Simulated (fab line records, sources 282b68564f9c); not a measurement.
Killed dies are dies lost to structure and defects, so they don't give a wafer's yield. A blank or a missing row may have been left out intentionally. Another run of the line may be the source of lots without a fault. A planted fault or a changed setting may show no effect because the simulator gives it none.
fab line records	flow ritCmos
record lots=6	wafers=18	lastDay=7
route steps=202 shown REOX@100 NLDD@103 PLDD@114 SPACER@125 NSD@131 M1@202
lots that met no fault: taken from a fault-free run of the same line
startH: hours from the record's first day to the start of the lot's first wafer shown	waitH: hours elapsed since this lot's preceding step	" same as the row above	L1.1+2: several wafers, shown together as one row	- no value, or no start was given	* or withheld: withheld	< > ~ a bound
route shown NAME@n: NAME is a module with steps in the file, n the number in the route of the first one	usual: the fault-free wafers' mean and standard deviation	same: alike in all rows	chamber/n: place in a boat	sites: each site's reading	_std_site: how widely they spread, as a standard deviation	_edge_site: the outer-site mean with the inner-site mean subtracted	radiusMm: for every site, how far away it sits from the centre of the wafer	mask NAME#n: copy n	behind: the tool/chamber that last shaped the wafer	hold: the reason the lot was held/the length of the hold in hours/how it ended	device: names the non-switching transistor (n, p or np)	end of line: tests run on the same wafers once the route is complete	where a step has no rows: the recipe by itself	killed: dies that structure and defects cost at the first sort, which is not the same as the wafer's yield	map: a wafer's dies, x killed, . not, _ none there
set.NAME: the run value of the setting; set.NAME@STEP: its run value at that earlier step	model.NAME: the simulator's own value behind a step, which no gauge read
certain route steps with their lots: each step a table, each wafer a row
services: the hour from which a tool's chamber was out of use, counted from the record's first day as startH (under 0 if before that day), plus the number of hours and why
## steps
# step RIT_REOX_CLEAN_02
# recipe chemistry=SC2	mix=3:3:50	timeS=600	tempC=75	dry=n2Spin
# step RIT_REOX_OXIDATION_03
# recipe tempC=900	ambient=O2	targetThkA=252	oxTimeS=5580
# step RIT_REOX_THK_MEAS_04
# recipe reads=SiO2_of_REOX_OXIDATION_03
# usual REOX_OXIDE_THK=25.3/0.44
lot.wafer	tool	chamber	startH	waitH	REOX_OXIDE_THK[nm]
L894.2	filmMetro-02	-	42.64	0.0	25.4
L894.5	"	-	"	"	25.2
L894.6	"	-	"	"	25.4
L900.1	filmMetro-01	-	72.87	0.0	25.6
L900.3	"	-	"	"	25.8
L900.6	"	-	"	"	25.9
L907.1	filmMetro-02	-	109.23	0.0	25.1
L907.5	"	-	"	"	25.3
L907.6	"	-	"	"	25.6
L909.2	filmMetro-01	-	118.46	0.0	25.0
L909.4	"	-	"	"	25.1
L909.6	"	-	"	"	25.3
L913.3	filmMetro-02	-	136.50	0.0	25.1
L913.5	"	-	"	"	25.1
L913.6	"	-	"	"	25.3
L915.1	filmMetro-02	-	149.53	0.0	26.1
L915.2	"	-	"	"	25.7
L915.5	"	-	"	"	25.5
# step RIT_NLDD_HMDS_00
# recipe primeTimeS=60	primeTempC=140
# step RIT_NLDD_COAT_01
# recipe resist=NOVOLAK	spinRpm=3250	resistThkNm=1000
# step RIT_NLDD_SOFTBAKE_02
# recipe resist=NOVOLAK	tempC=90	timeS=60
# step RIT_NLDD_EXPOSE_03
# recipe maskId=M7	na=0.57	targetCdNm=40700	doseMj=250
# step RIT_NLDD_PEB_04
# recipe resist=NOVOLAK	tempC=withheld	timeS=withheld
# step RIT_NLDD_DEVELOP_05
# recipe resist=NOVOLAK	developTimeS=50	devTempC=23
# step RIT_NLDD_OVL_MEAS_06
# usual NLDD_OVL=0.4/1.2
lot.wafer	tool	chamber	startH	waitH	NLDD_OVL[nm]
L894.2	overlay-02	-	43.61	-	2.2
L894.5	"	-	"	"	0.8
L894.6	"	-	"	"	-0.3
L900.1	overlay-02	-	73.85	-	1.1
L900.3	"	-	"	"	-0.2
L900.6	"	-	"	"	0.6
L907.1	overlay-01	-	110.27	-	-0.4
L907.5	"	-	"	"	-1.1
L907.6	"	-	"	"	-0.2
L909.2	overlay-02	-	119.49	-	0.6
L909.4	"	-	"	"	0.4
L909.6	"	-	"	"	0.7
L913.3	overlay-01	-	137.52	-	0.1
L913.5	"	-	"	"	0.1
L913.6	"	-	"	"	0.8
L915.1	overlay-01	-	150.44	-	1.5
L915.2	"	-	"	"	0.8
L915.5	"	-	"	"	0.9
# step RIT_NLDD_HARDBAKE_07
# recipe resist=NOVOLAK	tempC=140	timeS=60
# step RIT_NLDD_IMPLANT_08
# recipe species=P	energyKev=20	doseCm2=5e+14	tiltDeg=7
# step RIT_NLDD_STRIP_09
# recipe chemistry=O2	timeS=180	resist=NOVOLAK	platenTempC=withheld	powerW=500	pressureMtorr=4000	o2FlowSccm=4000
# usual drypumpMotorCurrentA=5.9/0.37
lot.wafer	tool	chamber	startH	waitH	drypumpMotorCurrentA	rfHoursCounterH
L894.2	plasmaAsher-03	1	44.18	0.1	5.7	41
L894.5	"	1	"	"	5.7	-
L894.6	"	0	"	"	6.4	-
L900.1	plasmaAsher-03	1	74.19	0.1	5.7	45
L900.3	"	0	"	"	6.4	-
L900.6	"	0	"	"	6.4	-
L907.1	plasmaAsher-03	0	110.61	0.1	6.4	49
L907.5	"	0	"	"	6.4	-
L907.6	"	1	"	"	5.7	-
L909.2	plasmaAsher-03	0	119.82	0.1	6.4	50
L909.4	"	1	"	"	5.7	-
L909.6	"	1	"	"	5.7	-
L913.3	plasmaAsher-04	1	137.91	0.1	6.4	-
L913.5	"	1	"	"	6.4	-
L913.6	"	0	"	"	5.6	-
L915.1	plasmaAsher-04	1	150.78	0.1	6.4	3
L915.2	"	0	"	"	5.6	3
L915.5	"	0	"	"	5.6	-
# step RIT_NLDD_TW_MEAS_10
# usual NLDD_TW=2490/20
lot.wafer	tool	chamber	startH	waitH	NLDD_TW
L894.2	filmMetro-04	-	44.37	0.1	2518
L894.5	"	-	"	"	2510
L894.6	"	-	"	"	2508
L900.1	filmMetro-03	-	74.36	0.1	2517
L900.3	"	-	"	"	2499
L900.6	"	-	"	"	2506
L907.1	filmMetro-03	-	110.78	0.1	2507
L907.5	"	-	"	"	2504
L907.6	"	-	"	"	2516
L909.2	filmMetro-01	-	120.01	0.1	2482
L909.4	"	-	"	"	2463
L909.6	"	-	"	"	2481
L913.3	filmMetro-01	-	138.04	0.1	2471
L913.5	"	-	"	"	2475
L913.6	"	-	"	"	2463
L915.1	filmMetro-03	-	150.95	0.1	2515
L915.2	"	-	"	"	2495
L915.5	"	-	"	"	2493
# step RIT_PLDD_HMDS_00
# recipe primeTimeS=60	primeTempC=140
# step RIT_PLDD_COAT_01
# recipe resist=NOVOLAK	spinRpm=3250	resistThkNm=1000
# step RIT_PLDD_SOFTBAKE_02
# recipe resist=NOVOLAK	tempC=90	timeS=60
# step RIT_PLDD_EXPOSE_03
# recipe maskId=M8	na=0.57	targetCdNm=40900	doseMj=250
# step RIT_PLDD_PEB_04
# recipe resist=NOVOLAK	tempC=withheld	timeS=withheld
# step RIT_PLDD_DEVELOP_05
# recipe resist=NOVOLAK	developTimeS=50	devTempC=23
# step RIT_PLDD_OVL_MEAS_06
# usual PLDD_OVL=0.1/1.3
lot.wafer	tool	chamber	startH	waitH	PLDD_OVL[nm]
L894.2	overlay-01	-	45.27	-	-2.1
L894.5	"	-	"	"	0.6
L894.6	"	-	"	"	-2.0
L900.1	overlay-02	-	75.27	-	-0.7
L900.3	"	-	"	"	-3.0
L900.6	"	-	"	"	-0.9
L907.1	overlay-01	-	111.69	-	1.4
L907.5	"	-	"	"	1.2
L907.6	"	-	"	"	0.5
L909.2	overlay-02	-	120.97	-	-0.2
L909.4	"	-	"	"	-1.0
L909.6	"	-	"	"	0.7
L913.3	overlay-01	-	139.07	-	0.1
L913.5	"	-	"	"	-2.2
L913.6	"	-	"	"	-1.0
L915.1	overlay-01	-	151.86	-	2.2
L915.2	"	-	"	"	2.2
L915.5	"	-	"	"	2.1
# step RIT_PLDD_HARDBAKE_07
# recipe resist=NOVOLAK	tempC=140	timeS=60
# step RIT_PLDD_IMPLANT_08
# recipe species=BF2	energyKev=19.62	doseCm2=9e+14	tiltDeg=7
# step RIT_PLDD_STRIP_09
# recipe chemistry=O2	timeS=180	resist=NOVOLAK	platenTempC=withheld	powerW=500	pressureMtorr=4000	o2FlowSccm=4000
# usual drypumpMotorCurrentA=6.0/0.35
lot.wafer	tool	chamber	startH	waitH	drypumpMotorCurrentA	rfHoursCounterH
L894.2	plasmaAsher-01	0	45.60	0.1	5.8	37
L894.5	"	1	"	"	6.4	-
L894.6	"	0	"	"	5.8	-
L900.1	plasmaAsher-03	1	75.61	0.1	5.7	45
L900.3	"	1	"	"	5.7	-
L900.6	"	0	"	"	6.4	-
L907.1	plasmaAsher-03	0	112.03	0.1	6.4	49
L907.5	"	0	"	"	6.4	-
L907.6	"	1	"	"	5.7	-
L909.2	plasmaAsher-04	0	121.30	0.1	5.6	0
L909.4	"	0	"	"	5.6	-
L909.6	"	0	"	"	5.6	-
L913.3	plasmaAsher-03	0	139.45	0.1	6.4	-
L913.5	"	0	"	"	6.4	-
L913.6	"	1	"	"	5.7	-
L915.1	plasmaAsher-03	0	152.20	0.1	6.4	53
L915.2	"	1	"	"	5.7	53
L915.5	"	1	"	"	5.7	-
# step RIT_PLDD_TW_MEAS_10
# usual PLDD_TW=2326/20
lot.wafer	tool	chamber	startH	waitH	PLDD_TW
L894.2	filmMetro-01	-	45.79	0.1	2312
L894.5	"	-	"	"	2318
L894.6	"	-	"	"	2328
L900.1	filmMetro-04	-	75.79	0.1	2344
L900.3	"	-	"	"	2353
L900.6	"	-	"	"	2355
L907.1	filmMetro-01	-	112.20	0.1	2307
L907.5	"	-	"	"	2319
L907.6	"	-	"	"	2300
L909.2	filmMetro-04	-	121.48	0.1	2346
L909.4	"	-	"	"	2352
L909.6	"	-	"	"	2348
L913.3	filmMetro-04	-	139.59	0.1	2346
L913.5	"	-	"	"	2360
L913.6	"	-	"	"	2350
L915.1	filmMetro-03	-	152.37	0.1	2336
L915.2	"	-	"	"	2338
L915.5	"	-	"	"	2338
# step RIT_SPACER_CLEAN_00
# recipe chemistry=SC1	mix=3:3:50	timeS=600	tempC=75
# step RIT_SPACER_CLEAN_01
# recipe chemistry=dHF	dilution=50:1	timeS=30
# step RIT_SPACER_CLEAN_02
# recipe chemistry=SC2	mix=3:3:50	timeS=600	tempC=75	dry=n2Spin
# step RIT_SPACER_CVD_03
# recipe material=Si3N4	targetThkNm=250	tempC=810	precursor=SiH2Cl2/NH3	timeS=3300	pressureMtorr=300	sih2cl2FlowSccm=60	nh3FlowSccm=150
# step RIT_SPACER_THK_MEAS_04
# recipe reads=Si3N4_of_SPACER_CVD_03
# usual SPACER_NITRIDE_THK=249.8/2.6
lot.wafer	tool	chamber	startH	waitH	SPACER_NITRIDE_THK[nm]
L894.2	filmMetro-03	-	48.13	0.0	252.7
L894.5	"	-	"	"	251.1
L894.6	"	-	"	"	250.5
L900.1	filmMetro-01	-	78.13	0.0	249.7
L900.3	"	-	"	"	254.1
L900.6	"	-	"	"	254.4
L907.1	filmMetro-02	-	114.90	0.0	248.6
L907.5	"	-	"	"	249.2
L907.6	"	-	"	"	248.9
L909.2	filmMetro-03	-	124.90	0.0	247.5
L909.4	"	-	"	"	247.7
L909.6	"	-	"	"	249.0
L913.3	filmMetro-03	-	141.93	0.0	254.3
L913.5	"	-	"	"	253.4
L913.6	"	-	"	"	256.3
L915.1	filmMetro-03	-	154.73	0.0	253.7
L915.2	"	-	"	"	254.7
L915.5	"	-	"	"	254.2
# step RIT_SPACER_ETCHBACK_05
# recipe targetDepthA=2500	SF6_flow_sccm=30	CHF3_flow_sccm=30	target=Si3N4	chemistry=SF6/CHF3	pressureMtorr=40	rfW=250	timeS=240	stopOn=SiO2
# usual drypumpMotorCurrentA=5.9/0.42	oesProductAu=0.843/0.017	throttleValvePct=10.25/0.13
lot.wafer	tool	chamber	startH	waitH	drypumpMotorCurrentA	oesProductAu	rfHoursCounterH	throttleValvePct
L894.2	rieDiel-01	0	48.18	0.0	5.7	0.857	160	10.20
L894.5	"	0	"	"	5.7	0.846	-	10.19
L894.6	"	3	"	"	6.0	0.843	-	10.61
L900.1	rieDiel-03	1	78.19	0.1	6.0	0.824	9	10.19
L900.3	"	0	"	"	5.6	0.868	5	10.15
L900.6	"	3	"	"	4.8	0.855	-	10.19
L907.1	rieDiel-01	2	114.96	0.1	6.2	0.825	68	10.16
L907.5	"	1	"	"	5.0	0.833	-	10.31
L907.6	"	0	"	"	5.7	0.845	-	10.18
L909.2	rieDiel-03	2	124.95	0.0	5.8	0.830	130	10.28
L909.4	"	3	"	"	4.9	0.835	70	10.19
L909.6	"	0	"	"	5.6	0.864	-	10.17
L913.3	rieDiel-01	1	141.97	0.0	5.0	0.843	8	10.31
L913.5	"	1	"	"	5.0	0.841	-	10.32
L913.6	"	2	"	"	6.2	0.847	-	10.18
L915.1	rieDiel-03	0	154.79	0.1	5.6	0.871	7	10.18
L915.2	"	3	"	"	4.9	0.860	71	10.20
L915.5	"	2	"	"	5.8	0.847	-	10.29
# step RIT_NSD_HMDS_00
# recipe primeTimeS=60	primeTempC=140
# step RIT_NSD_COAT_01
# recipe resist=NOVOLAK	spinRpm=3250	resistThkNm=1000
# step RIT_NSD_SOFTBAKE_02
# recipe resist=NOVOLAK	tempC=90	timeS=60
# step RIT_NSD_EXPOSE_03
# recipe maskId=M9	na=0.57	targetCdNm=40700	doseMj=250
# step RIT_NSD_PEB_04
# recipe resist=NOVOLAK	tempC=withheld	timeS=withheld
# step RIT_NSD_DEVELOP_05
# recipe resist=NOVOLAK	developTimeS=50	devTempC=23
# step RIT_NSD_OVL_MEAS_06
# usual NSD_OVL=0.1/1.3
lot.wafer	tool	chamber	startH	waitH	NSD_OVL[nm]
L894.2	overlay-01	-	49.46	-	1.2
L894.5	"	-	"	"	-0.3
L894.6	"	-	"	"	-0.4
L900.1	overlay-01	-	79.19	-	-0.5
L900.3	"	-	"	"	0.9
L900.6	"	-	"	"	1.9
L907.1	overlay-01	-	115.96	-	-0.3
L907.5	"	-	"	"	0.2
L907.6	"	-	"	"	0.0
L909.2	overlay-01	-	125.96	-	1.7
L909.4	"	-	"	"	1.4
L909.6	"	-	"	"	0.5
L913.3	overlay-01	-	143.15	-	1.6
L913.5	"	-	"	"	1.0
L913.6	"	-	"	"	0.7
L915.1	overlay-01	-	155.79	-	0.0
L915.2	"	-	"	"	2.1
L915.5	"	-	"	"	2.3
# step RIT_NSD_HARDBAKE_07
# recipe resist=NOVOLAK	tempC=138.8	timeS=60
# step RIT_NSD_IMPLANT_08
# recipe species=P	energyKev=24.54	doseCm2=1e+15	tiltDeg=7
# step RIT_NSD_STRIP_09
# recipe chemistry=O2	timeS=180	resist=NOVOLAK	platenTempC=withheld	powerW=500	pressureMtorr=4000	o2FlowSccm=4000
# usual drypumpMotorCurrentA=5.9/0.35
lot.wafer	tool	chamber	startH	waitH	drypumpMotorCurrentA	rfHoursCounterH
L894.2	plasmaAsher-01	0	49.79	0.1	5.8	38
L894.5	"	0	"	"	5.8	-
L894.6	"	1	"	"	6.4	-
L900.1	plasmaAsher-04	0	79.52	0.1	5.6	43
L900.3	"	0	"	"	5.6	-
L900.6	"	1	"	"	6.4	-
L907.1	plasmaAsher-02	0	116.30	0.1	5.7	34
L907.5	"	0	"	"	5.7	-
L907.6	"	1	"	"	5.5	-
L909.2	plasmaAsher-02	0	126.29	0.1	5.7	36
L909.4	"	1	"	"	5.5	-
L909.6	"	1	"	"	5.5	-
L913.3	plasmaAsher-02	0	143.54	0.1	5.7	-
L913.5	"	0	"	"	5.7	-
L913.6	"	1	"	"	5.5	-
L915.1	plasmaAsher-01	0	156.13	0.1	5.8	49
L915.2	"	1	"	"	6.4	49
L915.5	"	0	"	"	5.8	-
# step RIT_NSD_TW_MEAS_10
# usual NSD_TW=3107/27
lot.wafer	tool	chamber	startH	waitH	NSD_TW
L894.2	filmMetro-04	-	49.98	0.1	3132
L894.5	"	-	"	"	3131
L894.6	"	-	"	"	3144
L900.1	filmMetro-04	-	79.70	0.1	3152
L900.3	"	-	"	"	3146
L900.6	"	-	"	"	3155
L907.1	filmMetro-04	-	116.48	0.1	3136
L907.5	"	-	"	"	3149
L907.6	"	-	"	"	3138
L909.2	filmMetro-03	-	126.47	0.1	3105
L909.4	"	-	"	"	3112
L909.6	"	-	"	"	3088
L913.3	filmMetro-03	-	143.67	0.1	3118
L913.5	"	-	"	"	3108
L913.6	"	-	"	"	3100
L915.1	filmMetro-01	-	156.30	0.1	3068
L915.2	"	-	"	"	3061
L915.5	"	-	"	"	3075
# step RIT_M1_PROBE_99
# usual killedAtContacts=0.1/0.25	killedAtFrontEnd=6.3/2.9	killedDies=6.4/2.8	killedOnRim=1.7/1.4	killedOpen=3.3/2	killedShort=3.1/2
# same grossDies=264	killed_at_M0_to_M3=0	killed_at_M4_up=0	killedAtBackSide=0	killedAtOther=0
lot.wafer	tool	chamber	startH	waitH	killedAtContacts	killedAtFrontEnd	killedDies	killedOnRim	killedOpen	killedShort
L900.1	prober-01	-	89.19	0.1	0	7	7	2	3	4
L900.3	prober-01	-	89.29	0.2	0	7	7	1	3	4
L900.6	prober-01	-	89.44	0.2	0	10	10	1	5	5
L907.1	prober-01	-	126.15	0.1	0	24	24	7	3	4
L907.5	prober-01	-	126.35	0.2	0	23	23	8	3	2
L907.6	prober-01	-	126.40	0.2	0	11	11	3	6	5
L909.2	prober-01	-	136.09	0.1	0	26	26	12	2	1
L909.4	prober-01	-	136.19	0.2	0	6	6	2	5	1
L909.6	prober-01	-	136.29	0.2	0	7	7	2	3	4
L913.3	prober-01	-	153.21	0.2	0	5	5	1	2	3
L913.5	prober-01	-	153.31	0.2	1	4	5	0	0	5
L913.6	prober-01	-	153.36	0.2	0	2	2	1	1	1
L915.1	prober-01	-	165.99	0.1	0	12	12	2	11	1
L915.2	prober-01	-	166.04	0.1	0	11	11	4	6	5
L915.5	prober-01	-	166.19	0.2	0	8	8	2	5	3
# killed by level:class
L900.1 FOX1:geometricParticle:short=2 FOX1:geometricParticle:open=1 GATE:geometricParticle:open=1 REOX:geometricParticle:short=1 SILICIDE:geometricParticle:open=1 SILICIDE:geometricParticle:short=1
L900.3 REOX:geometricParticle:short=2 ACTIVE:geometricParticle:short=1 FOX2:geometricParticle:open=1 GATE:geometricParticle:open=1 SILICIDE:geometricParticle:short=1 SILICIDE:geometricParticle:open=1
L900.6 GATE:geometricParticle:short=3 SPACER:geometricParticle:open=2 FOX2:geometricParticle:open=1 FOX2:geometricParticle:short=1 GATE:geometricParticle:open=1 SPACER:geometricParticle:short=1 SILICIDE:geometricParticle:open=1
L907.1 NLDD:unspecified=17 FOX1:geometricParticle:open=3 FOX1:geometricParticle:short=1 GATE:geometricParticle:short=1 SPACER:geometricParticle:short=1 SILICIDE:geometricParticle:short=1
L907.5 NLDD:unspecified=18 FOX1:geometricParticle:open=1 GATE:geometricParticle:short=1 REOX:geometricParticle:short=1 SPACER:geometricParticle:open=1 SILICIDE:geometricParticle:open=1
L907.6 GATE:geometricParticle:open=4 FOX2:geometricParticle:open=2 SPACER:geometricParticle:short=2 FOX1:geometricParticle:short=1 GATE:geometricParticle:short=1 REOX:geometricParticle:short=1
L909.2 NLDD:unspecified=23 GATE:geometricParticle:open=1 GATE:geometricParticle:short=1 SPACER:geometricParticle:open=1
L909.4 GATE:geometricParticle:open=4 REOX:geometricParticle:short=1 SILICIDE:geometricParticle:open=1
L909.6 FOX1:geometricParticle:short=2 GATE:geometricParticle:short=2 FOX1:geometricParticle:open=1 REOX:geometricParticle:open=1 SPACER:geometricParticle:open=1
L913.3 SILICIDE:geometricParticle:short=3 FOX2:geometricParticle:open=1 SILICIDE:geometricParticle:open=1
L913.5 SILICIDE:geometricParticle:short=2 GATE:geometricParticle:short=1 SPACER:geometricParticle:short=1 CONTACT:geometricParticle:short=1
L913.6 GATE:geometricParticle:open=1 SILICIDE:geometricParticle:short=1
L915.1 GATE:geometricParticle:open=5 SPACER:geometricParticle:open=4 REOX:geometricParticle:open=2 REOX:geometricParticle:short=1
L915.2 GATE:geometricParticle:open=4 FOX1:geometricParticle:short=1 FOX2:geometricParticle:short=1 GATE:geometricParticle:short=1 REOX:geometricParticle:short=1 REOX:geometricParticle:open=1 SPACER:geometricParticle:open=1 SILICIDE:geometricParticle:short=1
L915.5 SPACER:geometricParticle:open=2 FOX2:geometricParticle:open=1 FOX2:geometricParticle:short=1 GATE:geometricParticle:open=1 REOX:geometricParticle:short=1 SPACER:geometricParticle:short=1 SILICIDE:geometricParticle:open=1
# map L907.1 (x killed, . not)
________......._______
_____.............____
____........x......___
___..x.........x....__
__..................._
__...............x..._
_.....................
_.....................
_.....................
_.....................
__.xxx.x............._
__..x.x...........x.._
___.xxxx............__
____xxxxx..........___
_____xxx.......x..____
________......._______
# map L909.2 (x killed, . not)
________......._______
_____.............____
____...............___
___.................__
__..................._
__x.................._
_....x................
_.....................
_...................x.
_.....................
__..................._
__xxxxx.x............_
___xxxxxxx..........__
____xxxxx..........___
_____xxxx.........____
________x......_______
## services
tool	chamber	startH	hours	kind
plasmaAsher-04	-	21.20	1.4	repair
plasmaAsher-03	-	32.03	0.3	repair
rieDiel-03	3	55.04	15.0	repair
plasmaAsher-03	-	59.40	2.3	repair
rieDiel-03	1	81.72	18.8	repair
rieDiel-01	0	92.90	-	clean
rieDiel-01	0	92.90	15.9	scheduledDown
rieDiel-01	0	92.90	15.9	ventCycle
rieDiel-03	-	97.19	2.8	pm
rieDiel-03	2	107.50	12.0	repair
plasmaAsher-04	-	108.75	9.0	pm
plasmaAsher-04	0	108.75	9.0	ventCycle
plasmaAsher-04	1	108.75	9.0	ventCycle
rieDiel-01	3	108.78	-	clean
rieDiel-01	3	108.78	17.9	scheduledDown
rieDiel-01	3	108.78	17.9	ventCycle
rieDiel-01	-	110.22	0.2	repair
plasmaAsher-04	0	117.75	-	clean
plasmaAsher-04	1	117.75	-	clean
## key
firstSign step=RIT_M1_PROBE_99	reading=killedDies	direction=up	sigmas=6.3	usual=6.4	struck=24.3
effect step=RIT_M1_PROBE_99	reading=killedAtFrontEnd	direction=up	sigmas=6.3	usual=6.3	struck=24.3
metAt RIT_NLDD_STRIP_09
struckWafers L907.1,L907.5,L909.2
testerLeftOut L907,L909
onsetBetween 74.19 110.61
fault kind=chamberParticleSource	tool=plasmaAsher-03	chamber=0	onsetH=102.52	steps=RIT_NLDD_STRIP_09	ratePerVisitCm2=0.54411	endH=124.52
# testerLeftOut: of these lots the tester's yield and bins aren't shown, on N5 and GAA mostly nor the transistor test; their killed dies are dies lost to structure and defects alone, not to doping, threshold or leakage, so they don't give the yield
